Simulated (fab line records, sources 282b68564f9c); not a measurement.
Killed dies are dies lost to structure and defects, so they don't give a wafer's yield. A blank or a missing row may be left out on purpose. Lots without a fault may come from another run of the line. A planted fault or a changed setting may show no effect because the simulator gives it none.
fab line records | flow rit_cmos
record lots=14 wafers=42 last_day=7
route steps=202 shown NRETRO@62 GATE@85 SPACER@130 CONTACT@177 M1@202
lots that met no fault: from a run of the same line without faults
start_h: hours from the record's first day to the start of the lot's first wafer shown | wait_h: hours since the lot's step before | " the same as in the row above | L1.1+2: a row that stands for several wafers | - no value, or no start given | * or withheld: withheld | < > ~ a bound
route shown NAME@n: a module of which the file shows steps, and the number in the route of the first | usual: mean/standard deviation of fault-free wafers | same: alike in all rows | chamber/n: place in a boat | sites: the reading at each site | _std_site: their standard deviation | _edge_site: outer sites' mean less inner sites' | radius_mm: how far each site lies from the wafer's centre | mask NAME#n: copy n | behind: the tool/chamber that last shaped the wafer | hold: why the lot was held/for how many hours/how that ended | device: the transistor (n, p or np) that didn't switch | end of line: the same wafers' tests at the end of the route | a step without rows: its recipe alone | killed: dies lost to structure and defects at the first sort, not the wafer's yield | map: a wafer's dies, x killed, . not, _ none there
set.NAME: the setting as run; set.NAME@STEP: as run at that earlier step | model.NAME: the simulator's own value behind a step, which no gauge read
steps of the route over a sample of lots; a table a step, a row a wafer
services: from which hour (start_h, from the record's first day; less than 0 if before it) a tool's chamber was out of use, for how many hours, and why
## steps
# step RIT_NRETRO_STRIP_09
# recipe chemistry=O2 time_s=180 resist=NOVOLAK platen_temp_c=withheld power_w=500 pressure_mtorr=4000 o2_flow_sccm=4000
# usual drypump_motor_current_A=5.57/0.26
# columns lot.wafer tool chamber start_h wait_h drypump_motor_current_A rf_hours_counter_h
L610.2 plasma_asher-03 1 34.36 0.1 5.65 23
L610.5 " 0 " " 5.90 -
L610.6 " 1 " " 5.64 -
L611.1 plasma_asher-03 1 44.23 0.1 5.66 24
L611.2 " 0 " " 5.93 24
L611.4 " 0 " " 5.89 -
L612.1 plasma_asher-02 0 44.49 0.1 5.33 42
L612.2 " 1 " " 5.32 42
L612.3 " 1 " " 5.35 -
L613.2 plasma_asher-04 0 50.38 0.1 5.93 40
L613.3 " 1 " " 5.30 -
L613.5 " 0 " " 5.93 -
L614.1 plasma_asher-04 1 55.29 0.1 5.28 40
L614.2 " 0 " " 5.94 40
L614.5 " 0 " " 5.95 -
L618.1 plasma_asher-02 1 71.45 0.1 5.36 46
L618.2 " 0 " " 5.32 46
L618.6 " 1 " " 5.35 -
L620.3 plasma_asher-03 0 84.61 0.1 5.90 -
L620.4 " 1 " " 5.68 -
L620.5 " 1 " " 5.68 -
L621.1 plasma_asher-02 1 93.50 0.1 5.32 48
L621.2 " 0 " " 5.33 48
L621.5 " 1 " " 5.34 -
L623.1 plasma_asher-03 0 105.17 0.1 5.89 29
L623.2 " 1 " " 5.67 29
L623.3 " 1 " " 5.65 -
L626.2 plasma_asher-03 1 118.95 0.1 5.67 30
L626.4 " 1 " " 5.67 -
L626.6 " 1 " " 5.67 -
L627.3 plasma_asher-04 0 124.81 0.1 5.95 -
L627.4 " 1 " " 5.27 -
L627.6 " 1 " " 5.28 -
L628.3 plasma_asher-04 0 129.85 0.1 5.92 -
L628.4 " 1 " " 5.30 -
L628.5 " 1 " " 5.30 -
L629.1 plasma_asher-02 1 133.11 0.2 5.33 52
L629.3 " 1 " " 5.33 -
L629.5 " 1 " " 5.38 -
L632.1 plasma_asher-04 0 146.93 0.1 5.93 3
L632.3 " 1 " " 5.29 -
L632.4 " 0 " " 5.96 -
# step RIT_GATE_THK_MEAS_09
# recipe reads=poly-Si_of_GATE_CVD_08
# usual GATE_POLY_THK=250.4/2.2
# columns lot.wafer tool chamber start_h wait_h GATE_POLY_THK[nm]
L610.2 film_metro-03 - 45.31 0.0 247.9
L610.5 " - " " 248.1
L610.6 " - " " 249.4
L611.1 film_metro-03 - 50.33 0.0 254.0
L611.2 " - " " 251.2
L611.4 " - " " 250.3
L612.1 film_metro-01 - 50.33 0.0 248.9
L612.2 " - " " 248.6
L612.3 " - " " 249.9
L613.2 film_metro-03 - 59.21 0.0 252.0
L613.3 " - " " 253.3
L613.5 " - " " 252.9
L614.1 film_metro-01 - 62.73 0.0 250.5
L614.2 " - " " 250.6
L614.5 " - " " 251.2
L618.1 film_metro-04 - 79.46 0.0 253.1
L618.2 " - " " 251.6
L618.6 " - " " 251.1
L620.3 film_metro-01 - 97.36 0.0 249.7
L620.4 " - " " 252.0
L620.5 " - " " 251.5
L621.1 film_metro-01 - 100.19 0.0 247.2
L621.2 " - " " 246.2
L621.5 " - " " 248.5
L623.1 film_metro-01 - 117.97 0.0 250.5
L623.2 " - " " 250.6
L623.3 " - " " 252.0
L626.2 film_metro-01 - 126.54 0.0 248.3
L626.4 " - " " 247.4
L626.6 " - " " 248.3
L627.3 film_metro-03 - 136.51 0.0 251.0
L627.4 " - " " 249.5
L627.6 " - " " 249.5
L628.3 film_metro-03 - 136.82 0.0 251.2
L628.4 " - " " 252.4
L628.5 " - " " 254.7
L629.1 film_metro-01 - 140.15 0.0 246.5
L629.3 " - " " 246.3
L629.5 " - " " 249.9
L632.1 film_metro-01 - 153.32 0.0 250.5
L632.3 " - " " 249.3
L632.4 " - " " 248.4
# step RIT_SPACER_ETCHBACK_05
# recipe target_depth_a=2500 SF6_flow_sccm=30 CHF3_flow_sccm=30 target=Si3N4 chemistry=SF6/CHF3 pressure_mtorr=40 rf_w=250 time_s=240 stop_on=SiO2
# usual CHF3_flow_sccm=30.00/0.089 drypump_motor_current_A=5.7/0.45 oes_product_au=0.833/0.016 run_length_s=268.3/0.46 throttle_valve_pct=10.29/0.15
# columns lot.wafer tool chamber start_h wait_h CHF3_flow_sccm drypump_motor_current_A oes_product_au rf_hours_counter_h run_length_s throttle_valve_pct
L610.2 rie_diel-04 0 56.24 0.0 29.86 4.8 0.834 77 268.6 10.54
L610.5 " 2 " " 30.03 6.4 0.837 - 267.5 10.32
L610.6 " 3 " " 29.90 5.9 0.834 - 268.5 10.17
L611.1 rie_diel-03 0 61.17 0.1 30.11 5.9 0.862 81 267.7 10.09
L611.2 " 3 " " 30.10 5.6 0.849 0 268.2 10.34
L611.4 " 2 " " 30.02 5.8 0.859 104 268.8 10.36
L612.1 rie_diel-04 0 61.51 0.1 30.06 4.7 0.828 77 268.9 10.52
L612.2 " 3 " " 29.85 5.9 0.835 129 268.8 10.17
L612.3 " 2 " " 30.18 6.3 0.831 3 267.7 10.32
L613.2 rie_diel-02 3 69.56 0.0 29.93 6.0 0.852 31 268.0 10.55
L613.3 " 0 " " 29.90 5.8 0.822 38 269.2 10.17
L613.5 " 1 " " 29.99 5.2 0.855 - 268.0 10.24
L614.1 rie_diel-03 1 72.78 0.1 30.05 6.2 0.817 83 268.3 10.47
L614.2 " 2 " " 29.94 5.8 0.837 104 268.9 10.35
L614.5 " 0 " " 29.97 5.9 0.851 - 267.6 10.08
L618.1 rie_diel-02 0 92.15 0.1 29.97 5.8 0.824 38 268.5 10.17
L618.2 " 2 " " 30.05 5.3 0.856 65 267.7 10.10
L618.6 " 1 " " 29.94 5.2 0.843 - 267.7 10.23
L620.3 rie_diel-03 0 108.92 0.0 30.02 5.8 0.874 82 267.6 10.08
L620.4 " 3 " " 30.07 5.6 0.847 1 268.2 10.34
L620.5 " 0 " " 29.94 5.8 0.865 - 268.0 10.07
L621.1 rie_diel-03 1 113.27 0.1 30.05 6.2 0.901 84 251.2 10.51
L621.2 " 3 " " 29.79 5.6 0.842 1 268.2 10.34
L621.5 " 1 " " 30.05 6.2 0.887 - 251.7 10.52
L623.1 rie_diel-03 2 128.96 0.1 29.89 5.8 0.843 105 269.2 10.34
L623.2 " 1 " " 30.19 6.2 0.900 85 251.5 10.49
L623.3 " 0 " " 29.98 5.9 0.839 83 267.8 10.09
L626.2 rie_diel-04 0 139.39 0.0 29.94 4.8 0.807 79 268.6 10.53
L626.4 " 1 " " 30.03 6.2 0.796 123 268.4 10.22
L626.6 " 0 " " 29.97 4.7 0.812 - 268.4 10.52
L627.3 rie_diel-04 2 146.85 0.0 30.12 6.3 0.844 4 268.2 10.30
L627.4 " 1 " " 29.93 6.2 0.810 123 268.9 10.23
L627.6 " 0 " " 30.02 4.8 0.845 - 268.6 10.55
L628.3 rie_diel-02 3 147.10 0.0 30.02 5.9 0.840 31 268.1 10.55
L628.4 " 2 " " 29.96 5.3 0.853 66 268.0 10.09
L628.5 " 0 " " 29.95 5.8 0.830 - 268.9 10.17
L629.1 rie_diel-04 3 151.86 0.1 29.93 5.9 0.805 131 268.5 10.16
L629.3 " 0 " " 30.08 4.7 0.814 79 268.5 10.53
L629.5 " 0 " " 30.04 4.7 0.810 - 268.9 10.54
L632.1 rie_diel-04 0 164.47 0.1 29.96 4.8 0.814 80 268.4 10.54
L632.3 " 2 " " 30.05 6.4 0.829 5 268.1 10.31
L632.4 " 1 " " 29.92 6.2 0.803 123 268.6 10.23
# step RIT_CONTACT_OVL_MEAS_09
# usual CONTACT_OVL=-0.1/1.2
# columns lot.wafer tool chamber start_h wait_h CONTACT_OVL[nm]
L610.2 overlay-01 - 62.13 0.1 -1.6
L610.5 " - " " 0.5
L610.6 " - " " -1.9
L611.1 overlay-02 - 67.58 0.1 -1.7
L611.2 " - " " 0.6
L611.4 " - " " -0.1
L612.1 overlay-01 - 67.70 0.1 1.6
L612.2 " - " " 2.3
L612.3 " - " " 0.9
L613.2 overlay-02 - 75.43 0.1 -0.2
L613.3 " - " " 0.8
L613.5 " - " " 1.4
L614.1 overlay-02 - 78.73 0.1 -3.3
L614.2 " - " " -0.9
L614.5 " - " " -1.0
L618.1 overlay-01 - 98.26 0.1 -1.3
L618.2 " - " " -2.3
L618.6 " - " " 0.3
L620.3 overlay-02 - 114.94 0.1 -1.1
L620.4 " - " " -1.9
L620.5 " - " " -0.9
L621.1 overlay-01 - 119.28 0.1 0.2
L621.2 " - " " -0.6
L621.5 " - " " 2.2
L623.1 overlay-01 - 135.05 0.1 0.4
L623.2 " - " " 1.8
L623.3 " - " " 0.5
L626.2 overlay-02 - 145.65 0.1 -1.0
L626.4 " - " " 0.2
L626.6 " - " " -1.4
L627.3 overlay-02 - 153.09 0.1 -1.1
L627.4 " - " " 0.5
L627.6 " - " " -0.4
L628.3 overlay-02 - 153.69 0.1 0.1
L628.4 " - " " 0.5
L628.5 " - " " 0.7
L629.1 overlay-02 - 158.35 0.1 2.6
L629.3 " - " " 0.4
L629.5 " - " " -0.2
L632.1 overlay-02 - 170.63 0.1 -1.0
L632.3 " - " " 0.7
L632.4 " - " " -1.3
# step RIT_M1_PROBE_99
# usual killed_at_M0_to_M3=0.0/0.12 killed_at_contacts=0.1/0.25 killed_at_front_end=7/3.2 killed_dies=7/3.2 killed_open=3.5/2.2 killed_short=3.6/2.1
# same gross_dies=264 killed_at_M4_up=0 killed_at_back_side=0 killed_at_other=0
# columns lot.wafer tool chamber start_h wait_h killed_at_M0_to_M3 killed_at_contacts killed_at_front_end killed_dies killed_open killed_short
L623.1 prober-01 - 140.26 0.1 0 0 3 3 2 1
L623.2 prober-01 - 140.31 0.1 0 0 3 3 2 1
L623.3 prober-01 - 140.36 0.2 0 0 6 6 5 1
L626.2 prober-02 - 151.27 0.1 0 0 8 8 6 2
L626.4 prober-02 - 151.37 0.2 0 0 16 16 8 8
L626.6 prober-02 - 151.47 0.2 0 0 11 11 4 7
L629.1 prober-02 - 164.77 0.1 0 0 6 6 3 3
L629.3 prober-02 - 164.87 0.2 0 0 5 5 2 3
L629.5 prober-02 - 164.97 0.2 0 0 3 3 0 3
# killed by level:class
L623.1 FOX2:geometric_particle:short=1 REOX:geometric_particle:open=1 SILICIDE:geometric_particle:open=1
L623.2 GATE:geometric_particle:open=2 FOX1:geometric_particle:short=1
L623.3 REOX:geometric_particle:open=2 FOX1:geometric_particle:open=1 GATE:geometric_particle:short=1 GATE:geometric_particle:open=1 SILICIDE:geometric_particle:open=1
L626.2 GATE:geometric_particle:open=4 FOX2:geometric_particle:open=2 SPACER:geometric_particle:short=1 GATE:geometric_particle:short=1
L626.4 GATE:geometric_particle:short=5 SPACER:geometric_particle:short=3 FOX1:geometric_particle:open=2 GATE:geometric_particle:open=2 SPACER:geometric_particle:open=2 REOX:geometric_particle:open=1 SILICIDE:geometric_particle:open=1
L626.6 GATE:geometric_particle:short=3 GATE:geometric_particle:open=3 REOX:geometric_particle:short=3 FOX1:geometric_particle:open=1 SILICIDE:geometric_particle:short=1
L629.1 FOX1:geometric_particle:open=2 GATE:geometric_particle:short=2 GATE:geometric_particle:open=1 SILICIDE:geometric_particle:short=1
L629.3 GATE:geometric_particle:short=2 FOX1:geometric_particle:open=1 SILICIDE:geometric_particle:open=1 SILICIDE:geometric_particle:short=1
L629.5 FOX1:geometric_particle:short=2 REOX:geometric_particle:short=1
## services
# columns tool chamber start_h hours kind
rie_diel-03 3 16.60 - clean
rie_diel-03 3 16.60 21.7 scheduled_down
rie_diel-03 3 16.60 21.7 vent_cycle
plasma_asher-04 - 17.94 6.0 repair
plasma_asher-04 - 43.51 3.7 repair
rie_diel-02 2 47.65 16.1 repair
plasma_asher-04 - 51.11 3.1 repair
rie_diel-04 2 62.58 1.5 repair
plasma_asher-03 - 69.14 3.4 repair
plasma_asher-04 - 77.09 1.1 repair
rie_diel-03 2 99.34 4.8 repair
rie_diel-04 3 103.86 3.8 repair
rie_diel-03 - 105.01 0.9 repair
plasma_asher-04 - 108.75 9.0 pm
plasma_asher-04 0 108.75 9.0 vent_cycle
plasma_asher-04 1 108.75 9.0 vent_cycle
plasma_asher-04 0 117.75 - clean
plasma_asher-04 1 117.75 - clean
rie_diel-02 3 121.40 9.6 repair
plasma_asher-03 - 121.61 15.6 pm
rie_diel-03 3 124.09 15.3 repair
plasma_asher-04 - 131.12 4.3 pm
plasma_asher-03 - 146.76 0.7 repair
## key
first_sign step=RIT_SPACER_ETCHBACK_05 reading=run_length_s direction=down sigmas=37 usual=* struck=*
effect step=RIT_SPACER_ETCHBACK_05 reading=oes_product_au direction=up sigmas=4 usual=0.833 struck=0.896
met_at RIT_SPACER_ETCHBACK_05
struck_lots L621,L623
struck_wafers L621.1,L621.5,L623.2
tester_left_out L621,L623
not_acting_at RIT_NRETRO_STRIP_09,RIT_GATE_THK_MEAS_09,RIT_CONTACT_OVL_MEAS_09
onset_between 72.78 113.27
fault kind=process_parameter_drift tool=rie_diel-03 chamber=1 onset_h=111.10 steps=RIT_SPACER_ETCHBACK_05 channel=time_s offset=* shape=step end_h=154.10 acts_in=* stated=*
# tester_left_out: of these lots the tester's yield and bins aren't shown, on N5 and GAA mostly nor the transistor test; their killed dies are dies lost to structure and defects alone, not to doping, threshold or leakage, so they don't give the yield
